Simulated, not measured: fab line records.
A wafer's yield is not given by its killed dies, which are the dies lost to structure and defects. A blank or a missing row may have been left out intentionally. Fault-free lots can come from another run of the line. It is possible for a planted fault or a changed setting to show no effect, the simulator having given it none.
A struck lot beside a sound one / flow rit_cmos / 16 steps out of a route of 202
Sound: the wafers L375.1, L375.4, L375.5. Struck: wafers L382.4, L382.5, L382.6. The cause is named last.
Each step with rows lists, per side, the tool, then ch with its chambers, then its first start. Under that, the readings that differ: sound wafers / struck wafers / difference of the means / sigmas: that difference in standard deviations of wafers without a fault.
alike: readings with means less than 2 such deviations apart, plus words and numbers identical on both sides. not compared: withheld readings, readings lacking a value on some wafer, bounds such as >300 that could conceal the same value, and numbers that have no deviation in the record and whose values overlap.
Wherever a step has rows on one side only, a row that says differs or no value, or a row with sigmas, the two part there. Numbers that have no deviation but don't overlap get no sigmas and don't part them. A reading missing from all wafers of one side parts the sides only when that side holds two or more wafers.

RIT_ACTIVE_BOW_MEAS_00:
  sound: film_metro-02 at day 2 01:00; struck: film_metro-02 at day 3 12:04
  alike: INCOMING_BOW
then, 1 step without rows for these wafers: RIT_ACTIVE_OXIDATION_01 (target thk 46.8 nm, ox time 3360 s).
RIT_ACTIVE_THK_MEAS_02:
  sound: film_metro-02 at day 2 03:41; struck: film_metro-01 at day 3 15:38
  alike: ACTIVE_OXIDE_THK
then, 1 step without rows for these wafers: RIT_ACTIVE_CVD_03 (deposits Si3N4 from SiH2Cl2/NH3, target thk 150 nm, time 1500 s).
RIT_ACTIVE_THK_MEAS_04:
  sound: film_metro-01 at day 2 05:10; struck: film_metro-03 at day 3 17:38
reading=ACTIVE_NITRIDE_THK (nm); sound=151.7 150.8 152.1; struck=147.9 149.3 147.9; difference=-3.2; sigmas=-2
then, 1 step without rows for these wafers: RIT_ACTIVE_HMDS_05 (prime time 60 s).
RIT_ACTIVE_COAT_06: resist thk 1000 nm.
  sound on litho_track-04 ch 0, day 2 05:23; struck on litho_track-02 ch 0, day 3 17:53
reading=spin_speed_rpm (rpm); sound=3250.9 3248.4 3250.9; struck=2866.3 2866.2 2863.9; difference=-384.6; sigmas=-99 or more
reading=model.NOVOLAK_of_ACTIVE_COAT_06.thk_nm (nm); sound=996.8 998.4 994.8; struck=1059 1062 1061; difference=+64; sigmas=
then, 4 steps without rows for these wafers: RIT_ACTIVE_SOFTBAKE_07 (time 60 s); RIT_ACTIVE_EXPOSE_08 (exposes mask M1, target cd 1400 nm); RIT_ACTIVE_PEB_09; RIT_ACTIVE_DEVELOP_10 (develop time 50 s).
RIT_ACTIVE_CD_MEAS_11: target cd 1400 nm.
  sound: cd_sem-02 at day 2 06:12; struck: cd_sem-01 at day 3 18:42
reading=cd_nm (nm); sound=1398.7 1399.4 1399.0; struck=1404.5 1404.9 1403.9; difference=+5.4; sigmas=+2
then, 1 step without rows for these wafers: RIT_ACTIVE_HARDBAKE_12 (time 60 s).
RIT_ACTIVE_ETCH_13: etches Si3N4 in SF6, stops on SiO2, time 210 s, target depth 210 nm.
  sound on rie_diel-04 ch 0,1,2, day 2 06:28; struck on rie_diel-01 ch 0,2,3, day 3 18:55
reading=model.NOVOLAK_of_ACTIVE_COAT_06.thk_nm (nm); sound=655.4 655.7 655.4; struck=706 711.8 707.8; difference=+53; sigmas=
  alike: drypump_motor_current_A, oes_product_au, throttle_valve_pct
  not compared: rf_hours_counter_h
RIT_ACTIVE_STRIP_14: strips in O2, time 180 s.
  sound on plasma_asher-03 ch 0,1, day 2 06:36; struck on plasma_asher-03 ch 0,1, day 3 19:06
  alike: drypump_motor_current_A, o2_flow_sccm
  not compared: rf_hours_counter_h
-- the record jumps here: 2 days lie between the struck wafers' starts before and after (it left off in module ACTIVE and takes up again in module M1, whose first step shown is number 202 of the route) --
RIT_M1_PROBE_99:
  sound: prober-01 at day 4 06:58; struck: prober-02 at day 5 19:12
reading=killed_at_M0_to_M3; sound=0 0 0; struck=0 1 0; difference=+0; sigmas=+4
reading=killed_at_front_end; sound=12 7 6; struck=2 2 3; difference=-6; sigmas=-2
  alike: killed_at_contacts, killed_dies, killed_open, killed_short

== WHERE THEY PART ==
Last at RIT_M1_PROBE_99 as far as this record goes, first at RIT_ACTIVE_THK_MEAS_04.

WHY: what had been put in by the simulator
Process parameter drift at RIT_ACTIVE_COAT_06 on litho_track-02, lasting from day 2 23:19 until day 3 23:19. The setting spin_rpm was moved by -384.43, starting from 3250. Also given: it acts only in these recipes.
